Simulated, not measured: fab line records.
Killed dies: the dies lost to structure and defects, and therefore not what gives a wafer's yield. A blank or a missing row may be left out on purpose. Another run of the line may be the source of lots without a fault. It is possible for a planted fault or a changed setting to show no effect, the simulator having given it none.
Which tool did it? || flow berkeley_cmos170 || 45 wafers from 15 lots sampled at 4 of the route's 331 steps

## WHAT THE GAUGES SHOWED, per wafer
UCB170_M2_RS_MEAS_02: uses a four-point probe to measure. Usual: M2_AL_RS gives 0.03221 ohm/sq (standard deviation 0.00027).
{"lot": "L179", "measured": "day 7 18:18", "on": "film_metro-02", "M2_AL_RS (ohm/sq)": "0.03228 0.03242 0.0323", "flag": ""}
{"lot": "L180", "measured": "day 7 18:29", "on": "film_metro-03", "M2_AL_RS (ohm/sq)": "0.03221 0.03248 0.03235", "flag": ""}
{"lot": "L184", "measured": "day 8 03:17", "on": "film_metro-04", "M2_AL_RS (ohm/sq)": "0.03182 0.03227 0.03217", "flag": ""}
{"lot": "L183", "measured": "day 8 04:10", "on": "film_metro-02", "M2_AL_RS (ohm/sq)": "0.03223 0.03265 0.03211", "flag": ""}
{"lot": "L181", "measured": "day 8 04:25", "on": "film_metro-02", "M2_AL_RS (ohm/sq)": "0.03231 0.03207 0.03249", "flag": ""}
{"lot": "L187", "measured": "day 9 05:26", "on": "film_metro-03", "M2_AL_RS (ohm/sq)": "0.03185 0.03197 0.0319", "flag": ""}
{"lot": "L186", "measured": "day 9 05:33", "on": "film_metro-04", "M2_AL_RS (ohm/sq)": "0.03244 0.03271 0.03236", "flag": ""}
{"lot": "L188", "measured": "day 9 13:17", "on": "film_metro-03", "M2_AL_RS (ohm/sq)": "0.03168 0.03226 0.03196", "flag": ""}
{"lot": "L189", "measured": "day 9 17:16", "on": "film_metro-02", "M2_AL_RS (ohm/sq)": "0.03245 0.03239 0.03233", "flag": ""}
{"lot": "L191", "measured": "day 10 07:01", "on": "film_metro-03", "M2_AL_RS (ohm/sq)": "0.03185 0.03219 0.0319", "flag": ""}
{"lot": "L192", "measured": "day 10 12:50", "on": "film_metro-02", "M2_AL_RS (ohm/sq)": "0.03224 0.03208 0.03201", "flag": ""}
{"lot": "L193", "measured": "day 10 13:16", "on": "film_metro-04", "M2_AL_RS (ohm/sq)": "0.03261 0.03249 0.03251", "flag": ""}
{"lot": "L201", "measured": "day 12 03:59", "on": "film_metro-03", "M2_AL_RS (ohm/sq)": "0.0318 0.03193 0.03212", "flag": ""}
{"lot": "L202", "measured": "day 12 04:15", "on": "film_metro-02", "M2_AL_RS (ohm/sq)": "0.03227 0.03227 0.03215", "flag": ""}
{"lot": "L200", "measured": "day 12 04:34", "on": "film_metro-02", "M2_AL_RS (ohm/sq)": "0.03259 0.03246 0.03213", "flag": ""}

UCB170_M2_THK_MEAS_03: measures by xrf. Usual: M2_AL_THK gives 908 nm (standard deviation 8.5).
{"lot": "L179", "measured": "day 7 18:25", "on": "film_metro-02", "M2_AL_THK (nm)": "909 907 911", "flag": ""}
{"lot": "L180", "measured": "day 7 18:34", "on": "film_metro-03", "M2_AL_THK (nm)": "899 896 901", "flag": ""}
{"lot": "L184", "measured": "day 8 03:23", "on": "film_metro-04", "M2_AL_THK (nm)": "915 917 910", "flag": ""}
{"lot": "L183", "measured": "day 8 04:17", "on": "film_metro-02", "M2_AL_THK (nm)": "908 901 917", "flag": ""}
{"lot": "L181", "measured": "day 8 04:32", "on": "film_metro-02", "M2_AL_THK (nm)": "914 918 906", "flag": ""}
{"lot": "L187", "measured": "day 9 05:32", "on": "film_metro-03", "M2_AL_THK (nm)": "908 899 906", "flag": ""}
{"lot": "L186", "measured": "day 9 05:40", "on": "film_metro-04", "M2_AL_THK (nm)": "911 899 909", "flag": ""}
{"lot": "L188", "measured": "day 9 13:23", "on": "film_metro-03", "M2_AL_THK (nm)": "910 897 898", "flag": ""}
{"lot": "L189", "measured": "day 9 17:23", "on": "film_metro-02", "M2_AL_THK (nm)": "908 909 916", "flag": ""}
{"lot": "L191", "measured": "day 10 07:06", "on": "film_metro-03", "M2_AL_THK (nm)": "912 906 912", "flag": ""}
{"lot": "L192", "measured": "day 10 12:58", "on": "film_metro-02", "M2_AL_THK (nm)": "910 918 917", "flag": ""}
{"lot": "L193", "measured": "day 10 13:22", "on": "film_metro-04", "M2_AL_THK (nm)": "904 902 897", "flag": ""}
{"lot": "L201", "measured": "day 12 04:06", "on": "film_metro-03", "M2_AL_THK (nm)": "909 907 904", "flag": ""}
{"lot": "L202", "measured": "day 12 04:22", "on": "film_metro-02", "M2_AL_THK (nm)": "913 909 912", "flag": ""}
{"lot": "L200", "measured": "day 12 04:40", "on": "film_metro-02", "M2_AL_THK (nm)": "905 909 917", "flag": ""}

UCB170_V2_CD_MEAS_90: the cd target is 700 nm. Usual: 700.3 nm for cd_nm, sd 1.9.
{"lot": "L179", "measured": "day 7 23:53", "on": "cd_sem-02", "cd_nm (nm)": "699.3 699.5 698.9", "flag": ""}
{"lot": "L180", "measured": "day 7 23:42", "on": "cd_sem-01", "cd_nm (nm)": "701.7 702.2 700.5", "flag": ""}
{"lot": "L184", "measured": "day 8 07:54", "on": "cd_sem-01", "cd_nm (nm)": "701.9 702.5 702.5", "flag": ""}
{"lot": "L183", "measured": "day 8 09:38", "on": "cd_sem-02", "cd_nm (nm)": "699.3 699.2 697.6", "flag": ""}
{"lot": "L181", "measured": "day 8 09:51", "on": "cd_sem-02", "cd_nm (nm)": "700.0 699.4 700.2", "flag": ""}
{"lot": "L187", "measured": "day 9 11:22", "on": "cd_sem-01", "cd_nm (nm)": "699.3 701.1 698.7", "flag": ""}
{"lot": "L186", "measured": "day 9 11:50", "on": "cd_sem-01", "cd_nm (nm)": "701.4 699.4 701.8", "flag": ""}
{"lot": "L188", "measured": "day 9 18:50", "on": "cd_sem-01", "cd_nm (nm)": "701.3 701.3 700.0", "flag": ""}
{"lot": "L189", "measured": "day 9 22:34", "on": "cd_sem-01", "cd_nm (nm)": "702.4 700.7 699.7", "flag": ""}
{"lot": "L191", "measured": "day 10 12:31", "on": "cd_sem-01", "cd_nm (nm)": "- - -", "flag": "OFF"}
{"lot": "L192", "measured": "day 10 17:50", "on": "cd_sem-01", "cd_nm (nm)": "- - -", "flag": "OFF"}
{"lot": "L193", "measured": "day 10 18:07", "on": "cd_sem-01", "cd_nm (nm)": "- - -", "flag": "OFF"}
{"lot": "L201", "measured": "day 12 09:14", "on": "cd_sem-02", "cd_nm (nm)": "702.4 703.2 703.2", "flag": ""}
{"lot": "L202", "measured": "day 12 09:58", "on": "cd_sem-01", "cd_nm (nm)": "698.8 699.7 697.9", "flag": ""}
{"lot": "L200", "measured": "day 12 10:07", "on": "cd_sem-01", "cd_nm (nm)": "697.6 698.8 698.0", "flag": ""}

## WHAT TOOL EACH LOT RAN ON (gives the tool, then ch and the chambers of the sampled wafers, and finally the start)
{"lot": "L179", "UCB170_V2_EXPOSE_09": "krf_scanner-01 ch 0, day 7 23:04"}
{"lot": "L180", "UCB170_V2_EXPOSE_09": "krf_scanner-02 ch 0, day 7 22:53"}
{"lot": "L184", "UCB170_V2_EXPOSE_09": "krf_scanner-01 ch 0, day 8 07:04"}
{"lot": "L183", "UCB170_V2_EXPOSE_09": "krf_scanner-01 ch 0, day 8 08:31"}
{"lot": "L181", "UCB170_V2_EXPOSE_09": "krf_scanner-01 ch 0, day 8 08:59"}
{"lot": "L187", "UCB170_V2_EXPOSE_09": "krf_scanner-02 ch 0, day 9 10:32"}
{"lot": "L186", "UCB170_V2_EXPOSE_09": "krf_scanner-01 ch 0, day 9 11:00"}
{"lot": "L188", "UCB170_V2_EXPOSE_09": "krf_scanner-01 ch 0, day 9 17:46"}
{"lot": "L189", "UCB170_V2_EXPOSE_09": "krf_scanner-02 ch 0, day 9 21:33"}
{"lot": "L191", "UCB170_V2_EXPOSE_09": "krf_scanner-02, day 10 11:24"}
{"lot": "L192", "UCB170_V2_EXPOSE_09": "krf_scanner-01, day 10 16:55"}
{"lot": "L193", "UCB170_V2_EXPOSE_09": "krf_scanner-02, day 10 17:17"}
{"lot": "L201", "UCB170_V2_EXPOSE_09": "krf_scanner-01 ch 0, day 12 08:15"}
{"lot": "L202", "UCB170_V2_EXPOSE_09": "krf_scanner-02 ch 0, day 12 08:59"}
{"lot": "L200", "UCB170_V2_EXPOSE_09": "krf_scanner-01 ch 0, day 12 09:15"}
- UCB170_V2_EXPOSE_09: exposes mask VIA2, target cd 700 nm.

## AS READ BY THE TOOLS THEMSELVES (means over the sampled wafers that have a number; for cases with no such wafer, the mark the record gives instead)
UCB170_V2_EXPOSE_09. Usual: exposure_dose_mJ_cm2 36.98, standard deviation 0.033; focus_offset_nm 0.0 nm, standard deviation 0.52.
{"lot": "L179", "tool": "krf_scanner-01", "exposure_dose_mJ_cm2": 36.96, "focus_offset_nm (nm)": 0.2, "flag": ""}
{"lot": "L180", "tool": "krf_scanner-02", "exposure_dose_mJ_cm2": 36.99, "focus_offset_nm (nm)": 0.4, "flag": ""}
{"lot": "L184", "tool": "krf_scanner-01", "exposure_dose_mJ_cm2": 36.98, "focus_offset_nm (nm)": -0.1, "flag": ""}
{"lot": "L183", "tool": "krf_scanner-01", "exposure_dose_mJ_cm2": 37.01, "focus_offset_nm (nm)": 0.2, "flag": ""}
{"lot": "L181", "tool": "krf_scanner-01", "exposure_dose_mJ_cm2": 36.98, "focus_offset_nm (nm)": -0.5, "flag": ""}
{"lot": "L187", "tool": "krf_scanner-02", "exposure_dose_mJ_cm2": 36.97, "focus_offset_nm (nm)": -0.2, "flag": ""}
{"lot": "L186", "tool": "krf_scanner-01", "exposure_dose_mJ_cm2": 36.99, "focus_offset_nm (nm)": 0.0, "flag": ""}
{"lot": "L188", "tool": "krf_scanner-01", "exposure_dose_mJ_cm2": 36.97, "focus_offset_nm (nm)": 0.2, "flag": ""}
{"lot": "L189", "tool": "krf_scanner-02", "exposure_dose_mJ_cm2": 36.97, "focus_offset_nm (nm)": 0.2, "flag": ""}
{"lot": "L191", "tool": "krf_scanner-02", "exposure_dose_mJ_cm2": "-", "focus_offset_nm (nm)": "-", "flag": "OFF"}
{"lot": "L192", "tool": "krf_scanner-01", "exposure_dose_mJ_cm2": "-", "focus_offset_nm (nm)": "-", "flag": "OFF"}
{"lot": "L193", "tool": "krf_scanner-02", "exposure_dose_mJ_cm2": "-", "focus_offset_nm (nm)": "-", "flag": "OFF"}
{"lot": "L201", "tool": "krf_scanner-01", "exposure_dose_mJ_cm2": 36.98, "focus_offset_nm (nm)": -0.5, "flag": ""}
{"lot": "L202", "tool": "krf_scanner-02", "exposure_dose_mJ_cm2": 37.00, "focus_offset_nm (nm)": -0.2, "flag": ""}
{"lot": "L200", "tool": "krf_scanner-01", "exposure_dose_mJ_cm2": 36.99, "focus_offset_nm (nm)": -0.7, "flag": ""}

## THE ANSWER, worked out from the rows above alone
Rule: a lot counts as off when the mean over its wafers that have a number is more than 3 standard deviations away from the usual mean. A lot without any number at a reading at which 4 lots or more have one is off too. Where the step has rows for the other lots, those lots are counted as sound. Order of review: gauges by route order, followed by the tools' own readings, for which a lot's mean as printed above is used. At the first step where some lot is off, the reading lying furthest off is the one used; lots without a number count as furthest.
Off: L191, L192, L193 (UCB170_V2_CD_MEAS_90, cd_nm). Without a number there: L191, L192, L193.
A tool fits if, at a process step before that reading, it ran every lot that is off, and no sound lot after the first of them. Not tried: the gauges at UCB170_V2_CD_MEAS_90; whatever is off there is also off at UCB170_V2_EXPOSE_09, on other tools, and gauge error can't account for it. Not one of the candidates tried fits.

## WHAT THE SIMULATOR HAD INSERTED
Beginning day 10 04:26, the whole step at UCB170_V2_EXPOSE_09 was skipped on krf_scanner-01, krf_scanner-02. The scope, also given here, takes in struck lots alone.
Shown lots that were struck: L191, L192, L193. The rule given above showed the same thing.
